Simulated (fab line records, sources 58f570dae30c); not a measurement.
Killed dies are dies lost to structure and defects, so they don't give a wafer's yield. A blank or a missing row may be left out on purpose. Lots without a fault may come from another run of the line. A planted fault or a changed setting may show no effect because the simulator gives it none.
Which tool did it? | flow berkeley_cmos170 | 14 lots, 42 wafers sampled, at 1 step of a route of 331

WHAT THE GAUGES READ, wafer by wafer
UCB170_START_THK_MEAS_03.
lot  | measured    | on            | START_OXIDE_THK (nm)
L207 | day 1 15:12 | film_metro-02 | 20.1 20.3 20.4
L208 | day 1 22:50 | film_metro-02 | 20.1 20.3 20.4
L210 | day 2 07:55 | film_metro-04 | 20.6 20.5 20.6
L211 | day 2 07:59 | film_metro-01 | 20.6 20.3 20.3
L212 | day 2 17:47 | film_metro-04 | 20.9 21.0 21.1
L213 | day 2 17:47 | film_metro-01 | 20.6 20.5 20.9
L215 | day 3 08:29 | film_metro-02 | 20.3 20.2 20.3
L216 | day 3 15:04 | film_metro-02 | 19.7 19.8 19.9
L219 | day 4 03:47 | film_metro-02 | 19.4 19.8 19.2
L220 | day 4 11:05 | film_metro-01 | 20.6 20.3 20.7
L224 | day 5 05:17 | film_metro-01 | 20.0 20.1 20.0
L228 | day 5 23:50 | film_metro-02 | 20.3 20.2 20.2
L229 | day 6 04:09 | film_metro-04 | 19.9 20.2 20.1
L230 | day 6 09:54 | film_metro-02 | 20.1 20.0 20.0

WHICH TOOL RAN EACH LOT (tool, then ch and the chambers of the sampled wafers, then the start)
The record holds no process step before these readings.

WHAT THE TOOLS THEMSELVES READ (means of the sampled wafers that have a number; where no wafer has one, the mark that the record gives instead)
The record holds no such reading with a usual standard deviation.

THE ANSWER, worked out from the rows above alone
Rule: what is usual is taken from the lots themselves. Put in order of their means at a reading, lots are off if they are a third of the lots or fewer, leave a main group of 4 or more, and stand apart from it by a gap of 3 or more times the standard deviation of the main group's means; of several such gaps the widest counts. A main group whose means are all the same, to the digits that the tables above print for the reading, isn't used. A lot without any number at a reading at which 4 lots or more have one is off too. The other lots that the step has rows for count as sound. The gauges are gone through in route order, then the tools' own readings, and for those a lot's mean is taken as printed above. The first step at which some lot is off is used, and at that step the reading that is off furthest; a lot without a number counts as furthest.
No lot is off at any reading shown: from this, nothing can be told.

WHAT THE SIMULATOR HAD PUT IN
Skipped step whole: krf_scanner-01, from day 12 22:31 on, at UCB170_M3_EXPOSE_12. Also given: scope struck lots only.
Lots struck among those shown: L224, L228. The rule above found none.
